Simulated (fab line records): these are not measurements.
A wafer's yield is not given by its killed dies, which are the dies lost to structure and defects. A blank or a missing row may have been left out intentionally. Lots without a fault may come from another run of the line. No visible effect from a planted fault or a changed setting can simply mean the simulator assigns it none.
8D (eight disciplines) problem report, filled in by code -- flow berkeley-cmos170 -- the parts of the form that need people (team, actions taken, sign-off) are left out

== 1. THE PROBLEM ==
Mean PSD_OVL at UCB170_PSD_OVL_MEAS_07: -158 nm over 9 wafers in 3 lots; fault-free wafers: 0 nm, standard deviation 6.1. That puts it -26 standard deviations away from the usual mean.
Earliest sighting: wafer L289.3 on overlay-02 at day 11 08:08. The record has a number at this step for 45 wafers belonging to 15 lots. The rule behind "out" and "out of limits": a value lying over 4 standard deviations away from the usual mean. The rest of the wafers with a number are treated as sound.

== 2. WHAT THIS IS AND IS NOT ==
question,is,is not
which readings at this step,PSD_OVL,-
which lots,"L289, L294, L295","L273, L274, L275, L276, L277, L279, L281, L282, L283, L284, L286, L292"
which wafers of those lots,all that have a number,-
read on which gauges,"overlay-01, overlay-02",-
when,from day 11 08:08,up to then (33 sound wafers); but 3 sound wafers of L292 came after

== 3. SUSPECTS, AND WHAT RULES EACH OUT ==
Counting: a tool stays on the suspect list if, at a process step up to the reading, it processed all lots that are out and no sound lot following the first of them.
- the gauge at UCB170_PSD_OVL_MEAS_07 is ruled out. Those wafers that are out were read across 2 gauges (overlay-01, overlay-02).
- krf-scanner-02 at UCB170_PSD_EXPOSE_03 (exposes mask PSELECT MOD, target cd 1200 nm): kept. It processed each lot that is out, first L289 at day 11 07:26, and no sound lot thereafter; up to then, the last sound lot it processed was L282 at day 9 18:54.
After counting, what remains is krf-scanner-02 at UCB170_PSD_EXPOSE_03.

== 4. THE CAUSE (what the simulator had put in) ==
Scanner matching overlay: krf-scanner-02, from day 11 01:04 on, at UCB170_PSD_EXPOSE_03. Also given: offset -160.
Counting left only this tool.

== 5. THE CHAIN OF EFFECTS, in route order ==
Rows list readings where the struck wafers' mean (over those with a number) sits beyond 3 standard deviations from the usual. Readings are gone through only where the record gives a usual standard deviation; hours: the median, over the lots, of the time from a lot's start at the first step in this table giving one to that lot's start at this step; sigmas: the change measured in usual standard deviations.
hours,step,reading,usual,on struck wafers,change,sigmas
0,UCB170_PSD_OVL_MEAS_07,PSD_OVL,0 nm,-158,-158,-26

== 6. WHAT WOULD HAVE CAUGHT IT SOONER ==
The first out-of-limits reading at a measuring or inspecting step in this record came at day 11 08:08, 7 hours after the fault's start at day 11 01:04.
Tool readings at UCB170_PSD_EXPOSE_03 with a usual standard deviation given in the record: none out on any struck wafer, hence no alarm at a limit of 4 standard deviations on them.
Among the 3 lots that are out, L294, L295 began UCB170_PSD_EXPOSE_03 on krf-scanner-02 after day 11 08:08. A hold on the tool at that time would have spared those 2.
